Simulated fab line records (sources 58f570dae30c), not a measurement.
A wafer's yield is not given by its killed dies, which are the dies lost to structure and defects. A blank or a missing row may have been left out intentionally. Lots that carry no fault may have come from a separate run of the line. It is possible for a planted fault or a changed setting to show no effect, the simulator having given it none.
8D (eight disciplines) problem report, filled in by code / flow berkeley_cmos170 / the parts of the form that need people (team, actions taken, sign-off) are left out

1. PROBLEM STATEMENT
V2_TEOS_THK at UCB170_V2_THK_MEAS_01 reads a mean of 3504 nm on 1 wafer of 1 lot; wafers without a fault read 2007 nm with a standard deviation of 25. That puts it +60 standard deviations away from the usual mean.
First observed at day 12 10:02: wafer L242.1, on film_metro-02. The record has a number at this step for 39 wafers belonging to 13 lots. Rule for "out" (also "out of limits"): further than 4 standard deviations from the usual mean. Any other wafer with a number is counted as sound.

2. WHAT IT IS, WHAT IT ISN'T
question=which readings at this step; is=V2_TEOS_THK; is not=-
question=which lots; is=L242; is not=L225, L226, L227, L228, L231, L233, L234, L237, L238, L239, L240, L241
question=which wafers of those lots; is=L242.1; is not=L242.2, L242.3
question=read on which gauges; is=film_metro-02; is not=film_metro-03, film_metro-04
question=when; is=from day 12 10:02; is not=up to then (38 sound wafers)

3. THE SUSPECTS, EACH WITH WHAT RULES IT OUT
Counting: a tool at a process step up to the reading stays a suspect if it ran every lot that is out. Sound lots after the first of them don't rule it out here, since some wafers of a struck lot are sound.
- the gauge at UCB170_V2_THK_MEAS_01: kept. All the wafers that are out were read on film_metro-02, and no step on other tools shows them out.
- rie_diel-02 at UCB170_M1_ETCH_11 (etches BARC in N2/H2): kept. L242, the lot that is out, went through it at day 12 01:00; up to then, the latest sound lot through it was L240 at day 11 23:09.
- pvd_sputter-04 at UCB170_M2_SPUTTER_01 (material Al, target thk 900 nm, time 120 s): kept. L242, the lot that is out, went through it at day 12 06:32; up to then, the latest sound lot through it was L240 at day 12 03:13.
- pecvd-04 at UCB170_V2_CVD_00 (deposits SiO2 from TEOS/O2, target thk 2000 nm, time 250 s): kept. L242, the lot that is out, went through it at day 12 09:53; up to then, the latest sound lot through it was L240 at day 12 05:47.
- In rie_diel-02 at UCB170_M1_ETCH_11, the wafers that are out were processed in chamber 1 and their sound lot-mates in chambers 2, 3.
- In pecvd-04 at UCB170_V2_CVD_00, the wafers that are out were processed in chamber 1 and their sound lot-mates in chambers 0, 2.
Left after counting: rie_diel-02 at UCB170_M1_ETCH_11, pvd_sputter-04 at UCB170_M2_SPUTTER_01, pecvd-04 at UCB170_V2_CVD_00, film_metro-02 at UCB170_V2_THK_MEAS_01.

4. THE CAUSE (what the simulator had put in)
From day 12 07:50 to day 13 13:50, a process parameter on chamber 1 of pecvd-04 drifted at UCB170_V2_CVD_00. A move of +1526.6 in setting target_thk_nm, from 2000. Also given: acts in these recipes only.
This tool is one of the 4 suspects left after counting.

5. THE CHAIN OF EFFECTS, in route order
Each row: a reading where the mean over the struck wafers with a number is more than 3 standard deviations away from the usual. Readings are gone through only where the record gives a usual standard deviation; hours: the median, over the lots, of the time from a lot's start at the first step in this table giving one to that lot's start at this step; sigmas: the change measured in usual standard deviations.
hours=0; step=UCB170_V2_THK_MEAS_01; reading=V2_TEOS_THK; usual=2007 nm; on struck wafers=3504; change=+1497; sigmas=+60
At these later measuring or inspecting steps, every struck wafer for which the step has a row has a number for every such reading, and none has moved that far: UCB170_V2_CD_MEAS_12.

6. WHAT WOULD HAVE CAUGHT IT SOONER
In this record the first reading out of limits at a measuring or inspecting step was taken at day 12 10:02, 2 hours after the fault began at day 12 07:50.
An alarm limit of 4 standard deviations would not have fired on the tool readings at UCB170_V2_CVD_00 for which the record gives a usual standard deviation, since none of them was out on any struck wafer.
By day 12 10:02, every lot that is out (1) had started UCB170_V2_CVD_00 on pecvd-04. None of them would have been spared by holding the tool at that moment.
